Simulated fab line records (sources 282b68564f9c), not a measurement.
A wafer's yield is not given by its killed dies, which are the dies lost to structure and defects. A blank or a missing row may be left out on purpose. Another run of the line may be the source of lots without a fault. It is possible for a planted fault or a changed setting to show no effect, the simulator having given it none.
2 desks, one fault :: flow rit-cmos :: only its own numbers are on each desk; what lay behind them is given at the end

== AT THE TOOL OWNER'S DESK: pecvd-02 ==
The tool's own readings at RIT_CONTACT_CVD_00 (deposits SiO2 from TEOS, target thk 400 nm, time 61 s): means of the sampled wafers that have a number, for each lot that ran on this tool. If a lot's mean is further than 4 standard deviations from the usual mean, the lot is out of limits and carries the mark OUT (the distance appears in the brackets).
Columns: A = heater-power-w at RIT_CONTACT_CVD_00, usual 324 W
lot: L767
first seen here: day 3 13:22
A: 369

lot: L770
first seen here: day 4 03:20
A: 339

lot: L772
first seen here: day 4 11:02
A: 347

lot: L775
first seen here: day 5 01:20
A: 298

lot: L778
first seen here: day 5 19:56
A: 333

lot: L787
first seen here: day 7 13:30
A: 340
Finding of this desk: none of the 6 lots has anything out of limits.

== FROM THE METROLOGY DESK ==
Lot by lot, what the gauges showed, no matter which tool ran the lot: averages of those sampled wafers that carry a number. If a lot's mean is further than 4 standard deviations from the usual mean, the lot is out of limits and carries the mark OUT (the distance appears in the brackets).
Columns: A = CONTACT_TEOS_THK at RIT_CONTACT_THK_MEAS_01, usual 400 nm
lot: L766
first seen here: day 3 07:46
A: 404

lot: L767
first seen here: day 3 13:25
A: 404

lot: L768
first seen here: day 3 17:58
A: 403

lot: L769
first seen here: day 3 19:40
A: 400

lot: L770
first seen here: day 4 03:24
A: 402

lot: L772
first seen here: day 4 11:05
A: 404

lot: L775
first seen here: day 5 01:23
A: 395

lot: L777
first seen here: day 5 10:41
A: 396

lot: L778
first seen here: day 5 20:00
A: 400

lot: L779
first seen here: day 5 22:40
A: 394

lot: L780
first seen here: day 6 05:06
A: 393

lot: L783
first seen here: day 6 16:40
A: 397

lot: L787
first seen here: day 7 13:34
A: 434 (+6.0) OUT
This desk's finding: out of limits on L787; first on L787, day 7 13:34 (CONTACT_TEOS_THK at RIT_CONTACT_THK_MEAS_01). L766, L767, L768, L769, L770, L772, L775, L777, L778, L779, L780, L783: within limits.

== PUT TOGETHER ==
At day 7 13:34 the metrology desk could have sounded an alarm, on L787.
The tool owner's desk saw nothing out of limits.
On record at the tool owner's desk: L787, within its limits.
Of the lots named, all ran RIT_CONTACT_CVD_00 on pecvd-02.

== WHAT WAS PUT IN BY THE SIMULATOR ==
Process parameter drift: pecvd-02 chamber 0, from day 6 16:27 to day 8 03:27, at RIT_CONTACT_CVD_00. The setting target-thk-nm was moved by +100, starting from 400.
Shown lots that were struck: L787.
Hours from the fault's start to each desk's first reading out of limits: the metrology desk, 21.
